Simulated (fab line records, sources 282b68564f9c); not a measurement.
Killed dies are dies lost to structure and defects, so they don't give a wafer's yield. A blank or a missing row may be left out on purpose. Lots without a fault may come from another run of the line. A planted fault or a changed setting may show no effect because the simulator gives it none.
Problem report in the 8D (eight disciplines) form, filled by code | flow rit_cmos | the parts of the form that need people (team, actions taken, sign-off) are left out

1. THE PROBLEM
GATE_POLY_THK at RIT_GATE_THK_MEAS_09 reads a mean of 129.1 nm on 12 wafers of 4 lots; wafers without a fault read 253.9 nm with a standard deviation of 2.6. That is -48 standard deviations from the usual mean.
First seen on wafer L906.1, day 3 08:29, on film_metro-02. The record holds 42 wafers of 14 lots with a number at this step. Rule for "out", or "out of limits": more than 4 standard deviations from the usual mean. The other wafers with a number count as sound.

2. WHAT IT IS AND WHAT IT IS NOT
question                    | is                           | is not
which readings at this step | GATE_POLY_THK                | -
which lots                  | L906, L907, L909, L911       | L902, L903, L904, L905, L916, L919, L922, L923, L924, L925
which wafers of those lots  | all that have a number       | -
read on which gauges        | film_metro-02, film_metro-03 | film_metro-04
when                        | from day 3 08:29             | up to then (12 sound wafers); but 18 sound wafers of L916, L919, L922, L923, L924, L925 came after

3. SUSPECTS, AND WHAT RULES EACH OUT
Counting: a tool at a process step up to the reading stays a suspect if it ran every lot that is out and no sound lot after the first of them.
- the gauge at RIT_GATE_THK_MEAS_09: ruled out. The wafers that are out were read on 2 gauges (film_metro-02, film_metro-03).
- lpcvd-02 at RIT_GATE_CVD_08 (deposits poly-Si from SiH4, target thk 250 nm, time 2220 s): ruled out as a lasting fault. Sound lots L924 ran on it after its first lot that is out, L906 (day 3 06:53).
Left after counting: nothing in the record.

4. THE CAUSE (what the simulator had put in)
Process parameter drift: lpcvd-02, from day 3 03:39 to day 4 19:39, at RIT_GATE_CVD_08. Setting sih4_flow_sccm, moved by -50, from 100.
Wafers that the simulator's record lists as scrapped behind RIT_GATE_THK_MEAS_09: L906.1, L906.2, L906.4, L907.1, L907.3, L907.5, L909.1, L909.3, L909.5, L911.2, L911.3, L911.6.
Counting ruled it out, wrongly: the rule takes a fault to strike every lot that its tool runs from its start on, and this one did not.

5. THE CHAIN OF EFFECTS, in route order
Each row: a reading whose mean over the struck wafers that have a number lies more than 3 standard deviations from the usual. Only readings for which the record gives a usual standard deviation are gone through. hours: the time from each lot's start at the first step in this table that gives one to its start at this step, as a median over the lots. sigmas: the change in usual standard deviations.
hours | step                 | reading        | usual       | on struck wafers | change | sigmas
0     | RIT_GATE_CVD_08      | sih4_flow_sccm | 100.02 sccm | 49.97            | -50.05 | -99 or more
2     | RIT_GATE_THK_MEAS_09 | GATE_POLY_THK  | 253.9 nm    | 129.1            | -124.8 | -48
The process steps in it:
- RIT_GATE_CVD_08: deposits poly-Si from SiH4, target thk 250 nm, time 2220 s.

6. WHAT WOULD HAVE CAUGHT IT SOONER
In this record the first reading out of limits at a measuring or inspecting step was taken at day 3 08:29, 5 hours after the fault began at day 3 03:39.
The tool's own readings at RIT_GATE_CVD_08 were out on every struck wafer that the step has a row for (sih4_flow_sccm): an alarm limit on them would have fired on the first of those.
